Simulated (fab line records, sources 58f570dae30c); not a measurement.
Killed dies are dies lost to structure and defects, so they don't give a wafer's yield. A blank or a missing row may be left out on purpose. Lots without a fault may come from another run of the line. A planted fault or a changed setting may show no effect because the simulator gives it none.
Which tool did it? | flow berkeley_cmos170 | 14 lots, 42 wafers sampled, at 4 steps of a route of 331

WHAT THE GAUGES READ, wafer by wafer
UCB170_PWELL_TW_MEAS_17.
lot  | measured    | on            | PWELL_TW
L476 | day 2 21:04 | film_metro-03 | 378 376 377
L477 | day 3 01:18 | film_metro-01 | 380 383 381
L478 | day 3 08:10 | film_metro-03 | 377 381 378
L481 | day 3 22:57 | film_metro-03 | 378 377 379
L482 | day 4 12:26 | film_metro-01 | 382 380 382
L483 | day 4 12:35 | film_metro-03 | 377 377 375
L484 | day 4 22:49 | film_metro-01 | 383 383 384
L487 | day 5 14:59 | film_metro-01 | 384 385 386
L489 | day 5 23:25 | film_metro-04 | 379 380 378
L492 | day 6 16:56 | film_metro-01 | 386 387 387
L494 | day 6 23:37 | film_metro-04 | 379 378 379
L497 | day 7 13:49 | film_metro-01 | 385 384 384
L498 | day 7 18:26 | film_metro-03 | 378 378 379
L499 | day 7 18:29 | film_metro-01 | 383 384 384

UCB170_PSD_CD_MEAS_06: target cd 1200 nm.
lot  | measured     | on        | cd_nm (nm)
L476 | day 6 21:34  | cd_sem-02 | 1201.1 1200.8 1200.3
L477 | day 6 21:17  | cd_sem-02 | 1201.2 1200.2 1201.5
L478 | day 7 07:56  | cd_sem-02 | 1200.6 1199.2 1200.5
L481 | day 7 23:58  | cd_sem-02 | 1197.8 1199.0 1200.2
L482 | day 8 11:40  | cd_sem-01 | 1202.1 1202.7 1202.6
L483 | day 8 11:46  | cd_sem-02 | 1200.3 1199.9 1200.1
L484 | day 8 15:15  | cd_sem-01 | 1202.2 1203.1 1202.2
L487 | day 9 07:49  | cd_sem-01 | 1201.3 1202.4 1201.7
L489 | day 9 12:37  | cd_sem-02 | 1203.6 1203.8 1202.0
L492 | day 10 02:38 | cd_sem-02 | 1198.1 1198.9 1198.0
L494 | day 10 06:21 | cd_sem-01 | 1198.5 1198.7 1198.7
L497 | day 11 01:20 | cd_sem-02 | 1199.1 1198.4 1199.7
L498 | day 11 00:57 | cd_sem-02 | 1198.7 1199.6 1198.8
L499 | day 11 01:05 | cd_sem-02 | 1199.5 1199.1 1199.4

WHICH TOOL RAN EACH LOT (tool, then ch and the chambers of the sampled wafers, then the start)
lot  | UCB170_PVT_DEVELOP_05             | UCB170_GATE_ETCH_14
L476 | litho_track-01 ch 0, day 5 21:00  | rie_diel-03 ch 0,1,2, day 6 10:05
L477 | litho_track-03 ch 0, day 5 21:00  | rie_diel-02 ch 3, day 6 09:49
L478 | litho_track-02 ch 0, day 6 03:00  | rie_diel-02 ch 2,3, day 6 20:40
L481 | litho_track-03 ch 0, day 6 20:00  | rie_diel-02 ch 0,2,3, day 7 13:53
L482 | litho_track-01 ch 0, day 7 13:00  | rie_diel-03 ch 1,2,3, day 8 01:16
L483 | litho_track-03 ch 0, day 7 12:00  | rie_diel-02 ch 0,2, day 8 01:01
L484 | litho_track-02 ch 0, day 7 19:00  | rie_diel-03 ch 0,2,3, day 8 05:28
L487 | litho_track-01 ch 0, day 8 07:00  | rie_diel-04 ch 1,2,3, day 8 19:43
L489 | litho_track-01 ch 0, day 8 16:00  | rie_diel-02 ch 0,2, day 9 03:05
L492 | litho_track-01 ch 0, day 9 01:00  | rie_diel-04 ch 0,1, day 9 13:04
L494 | litho_track-03 ch 0, day 9 07:00  | rie_diel-03 ch 0,1,3, day 9 17:50
L497 | litho_track-02 ch 0, day 10 02:00 | rie_diel-03 ch 0,1, day 10 12:58
L498 | litho_track-03 ch 0, day 10 02:00 | rie_diel-04 ch 1,2, day 10 13:37
L499 | litho_track-03 ch 0, day 10 03:00 | rie_diel-03 ch 0,1,2, day 10 13:40
- UCB170_PVT_DEVELOP_05: develop time 45 s.
- UCB170_GATE_ETCH_14: etches BARC in N2/H2.

WHAT THE TOOLS THEMSELVES READ (means of the sampled wafers that have a number; where no wafer has one, the mark that the record gives instead)
UCB170_PVT_DEVELOP_05.
lot  | tool           | developer_temp_C (C)
L476 | litho_track-01 | 20.95
L477 | litho_track-03 | 21.01
L478 | litho_track-02 | 20.95
L481 | litho_track-03 | 21.08
L482 | litho_track-01 | 21.10
L483 | litho_track-03 | 21.05
L484 | litho_track-02 | 20.96
L487 | litho_track-01 | 21.09
L489 | litho_track-01 | 20.23
L492 | litho_track-01 | 20.16
L494 | litho_track-03 | 20.89
L497 | litho_track-02 | 21.08
L498 | litho_track-03 | 20.98
L499 | litho_track-03 | 21.05

UCB170_GATE_ETCH_14.
lot  | tool        | drypump_motor_current_A (A) | oes_product_au (a.u.) | throttle_valve_pct (%)
L476 | rie_diel-03 | 5.91                        | 1.008                 | 13.15
L477 | rie_diel-02 | 5.57                        | 1.027                 | 13.26
L478 | rie_diel-02 | 5.64                        | 1.001                 | 13.25
L481 | rie_diel-02 | 5.82                        | 1.009                 | 13.24
L482 | rie_diel-03 | 6.11                        | 0.996                 | 13.20
L483 | rie_diel-02 | 5.97                        | 1.015                 | 13.23
L484 | rie_diel-03 | 5.93                        | 1.010                 | 13.18
L487 | rie_diel-04 | 6.08                        | 0.996                 | 13.28
L489 | rie_diel-02 | 5.89                        | 1.002                 | 13.22
L492 | rie_diel-04 | 5.70                        | 1.003                 | 13.29
L494 | rie_diel-03 | 6.00                        | 1.006                 | 13.14
L497 | rie_diel-03 | 5.79                        | 1.014                 | 13.08
L498 | rie_diel-04 | 5.89                        | 1.012                 | 13.43
L499 | rie_diel-03 | 5.94                        | 1.003                 | 13.14

THE ANSWER, worked out from the rows above alone
Rule: what is usual is taken from the lots themselves. Put in order of their means at a reading, lots are off if they are a third of the lots or fewer, leave a main group of 4 or more, and stand apart from it by a gap of 3 or more times the standard deviation of the main group's means; of several such gaps the widest counts. A main group whose means are all the same, to the digits that the tables above print for the reading, isn't used. A lot without any number at a reading at which 4 lots or more have one is off too. The other lots that the step has rows for count as sound. The gauges are gone through in route order, then the tools' own readings, and for those a lot's mean is taken as printed above. The first step at which some lot is off is used, and at that step the reading that is off furthest; a lot without a number counts as furthest.
Off: L489, L492, at UCB170_PVT_DEVELOP_05 (developer_temp_C). The main group: mean 21.02 C, standard deviation 0.066.
A tool fits if, at that step or a process step before it, it ran every lot that is off, and no sound lot after the first of them. One fits: litho_track-01 at UCB170_PVT_DEVELOP_05. Its last sound lot is L487 (day 8 07:00), its first lot that is off L489 (day 8 16:00): a fault that began between those two fits.
The tool's own readings at UCB170_PVT_DEVELOP_05 bear it out: on the lots that are off they differ by more than 5 times the standard deviation of the sound lots' means. developer_temp_C reads 20.20 C there against 21.02 C on the sound lots.

WHAT THE SIMULATOR HAD PUT IN
Process parameter drift: litho_track-01, from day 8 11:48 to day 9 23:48, at UCB170_PVT_DEVELOP_05. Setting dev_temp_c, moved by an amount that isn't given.
Lots struck among those shown: L489, L492. The rule above found the same.
